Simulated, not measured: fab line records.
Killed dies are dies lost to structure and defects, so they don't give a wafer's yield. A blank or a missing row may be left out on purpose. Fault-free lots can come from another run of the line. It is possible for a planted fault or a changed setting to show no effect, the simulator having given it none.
A lot that was struck, set against a sound lot :: flow berkeley_cmos170 :: 26 out of 331 route steps
Sound: the wafers L542.1, L542.3, L542.6. The struck wafers were L541.1, L541.2, L541.6. The cause is given at the end.
At each step with rows: each side's tool, then ch and its chambers, then its first start. Under that, the readings that differ: sound wafers :: struck wafers :: difference of the means :: sigmas: that difference in standard deviations of wafers without a fault.
alike: a reading whose means differ by less than 2 such deviations, as well as words and numbers matching on both sides. not compared: withheld readings; readings where some wafer has no value; bounds like >300 that might hide an equal value; numbers whose values overlap and for which the record gives no deviation.
The two part at a step that has a row with sigmas, a row that says differs or no value, or rows on one side only. Numbers that have no deviation but don't overlap get no sigmas and don't part them. A reading missing from all wafers of one side parts the sides only when that side holds two or more wafers.

first, 3 steps without rows for these wafers: UCB170_M1_EXPOSE_06 (exposes mask METAL1, target cd 700 nm); UCB170_M1_PEB_07; UCB170_M1_DEVELOP_08 (develop time 45 s).
UCB170_M1_CD_MEAS_09: target cd 700 nm.
  sound: cd_sem-01 at day 9 19:43; struck: cd_sem-01 at day 9 18:40
reading: cd_nm (nm)
sound: 701.2 701.8 701.5
struck: 697.1 696.5 697.2
difference: -4.6
sigmas: -3
UCB170_M1_OVL_MEAS_10:
  sound: overlay-02 at day 9 19:50; struck: overlay-01 at day 9 18:47
  alike: M1_OVL
UCB170_M1_ETCH_11: etches BARC in N2/H2.
  sound on rie_diel-01 ch 0,1,3, day 9 19:52; struck on rie_diel-02 ch 1,3, day 9 18:49
  alike: drypump_motor_current_A, oes_product_au, throttle_valve_pct
UCB170_M1_METAL_ETCH_12: etches Al in Cl2/BCl3, stops on PSG, target depth 780 nm, time 130 s.
  sound on rie_metal-04 ch 1, day 9 19:55; struck on rie_metal-01 ch 0,1, day 9 18:52
reading: drypump_motor_current_A (A)
sound: 5.77 5.76 5.77
struck: 5.08 5.31 5.31
difference: -0.53
sigmas: -2

reading: oes_product_au (a.u.)
sound: 0.893 0.889 0.886
struck: 0.868 0.851 0.847
difference: -0.034
sigmas: -2
  alike: throttle_valve_pct
  not compared: rf_hours_counter_h
UCB170_M1_STRIP_13: strips in O2.
  sound on plasma_asher-03 ch 0,1, day 9 20:10; struck on plasma_asher-04 ch 0,1, day 9 18:59
reading: drypump_motor_current_A (A)
sound: 5.6 6.1 6.1
struck: 4.6 5.2 4.6
difference: -1.1
sigmas: -2
  alike: oes_product_au
  not compared: rf_hours_counter_h
UCB170_M1_CD_MEAS_90: target cd 700 nm.
  sound: cd_sem-01 at day 9 20:22; struck: cd_sem-01 at day 9 19:12
  alike: cd_nm
then, 1 step without rows for these wafers: UCB170_M1_ANNEAL_14 (time 1200 s).
UCB170_V1_CVD_00: deposits SiO2 from TEOS/O2, target thk 2000 nm, time 250 s.
  sound on pecvd-04 ch 0,1, day 9 23:28; struck on pecvd-04 ch 0,1,2, day 9 23:19
  alike: heater_power_w
UCB170_V1_THK_MEAS_01:
  sound: film_metro-02 at day 9 23:38; struck: film_metro-04 at day 9 23:28
  alike: V1_TEOS_THK
UCB170_V1_CMP_02: polishes SiO2.
  sound on cmp-01 ch 0,1,2, day 9 23:56; struck on cmp-02 ch 0,1, day 9 23:32
  no value came back on the struck wafers for edge_zone_pressure_frac, head_pressure_psi (psi), motor_current_A (A); on the sound wafers edge_zone_pressure_frac reads 0.995 0.996 1.000
reading: model.SiO2_of_V1_CVD_00.thk_nm (nm)
sound: 999.7 1001 999.6
struck: 1931 1993 2008
difference: +977
sigmas: 
UCB170_V1_BOW_MEAS_03:
  sound: film_metro-02 at day 10 00:08; struck: film_metro-04 at day 9 23:50
reading: V1_BOW (um)
sound: 15 24 22
struck: 47 43 40
difference: +23
sigmas: +3
UCB170_V1_THK_MEAS_04:
  sound: film_metro-02 at day 10 00:15; struck: film_metro-04 at day 9 23:57
reading: V1_POLISHED_THK (nm)
sound: 999.7 1000.2 999.5
struck: 1932.6 1994.1 2008.5
difference: +978.6
sigmas: +99 or more
then, 7 steps without rows for these wafers: UCB170_V1_CLEAN_05 (cleans in DIW); UCB170_V1_HMDS_06 (prime time 60 s); UCB170_V1_COAT_07 (resist thk 900 nm); UCB170_V1_SOFTBAKE_08 (time 60 s); UCB170_V1_EXPOSE_09 (exposes mask VIA1, target cd 700 nm); UCB170_V1_PEB_10; UCB170_V1_DEVELOP_11 (develop time 45 s).
UCB170_V1_CD_MEAS_12: target cd 700 nm.
  sound: cd_sem-02 at day 10 02:29; struck: cd_sem-01 at day 10 02:09
  alike: cd_nm
UCB170_V1_OVL_MEAS_13:
  sound: overlay-01 at day 10 02:37; struck: overlay-01 at day 10 02:16
  alike: V1_OVL
UCB170_V1_ETCH_14: etches SiO2 in CHF3/CF4/Ar, stops on Al, target depth 1250 nm, time 301.6 s.
  sound on rie_diel-01 ch 0,2,3, day 10 02:38; struck on rie_diel-02 ch 1,2,3, day 10 02:19
reading: oes_product_au (a.u.)
sound: 0.882 0.896 0.889
struck: 1.627 1.650 1.666
difference: +0.759
sigmas: +63

reading: model.etch.depth_nm (nm)
sound: 999.7 1001 999.6
struck: 1301 1270 1317
difference: +296
sigmas: 

reading: model.V1.feature_depth_nm (nm)
sound: 1001 1002 1001
struck: 1301 1270 1317
difference: +295
sigmas: 
  alike: drypump_motor_current_A, throttle_valve_pct
  not compared: rf_hours_counter_h
UCB170_V1_STRIP_15: strips in O2.
  sound on plasma_asher-02 ch 0,1, day 10 02:49; struck on plasma_asher-02 ch 0,1, day 10 02:29
reading: strip_time_to_endpoint_s (s)
sound: 15.29 15.36 15.18
struck: 14.92 15.16 14.99
difference: -0.25
sigmas: -3
  alike: drypump_motor_current_A, oes_product_au
  not compared: rf_hours_counter_h

## WHERE THEY PART
Earliest at UCB170_M1_CD_MEAS_09; latest, in this record, at UCB170_V1_STRIP_15.

WHY: the cause the simulator had injected
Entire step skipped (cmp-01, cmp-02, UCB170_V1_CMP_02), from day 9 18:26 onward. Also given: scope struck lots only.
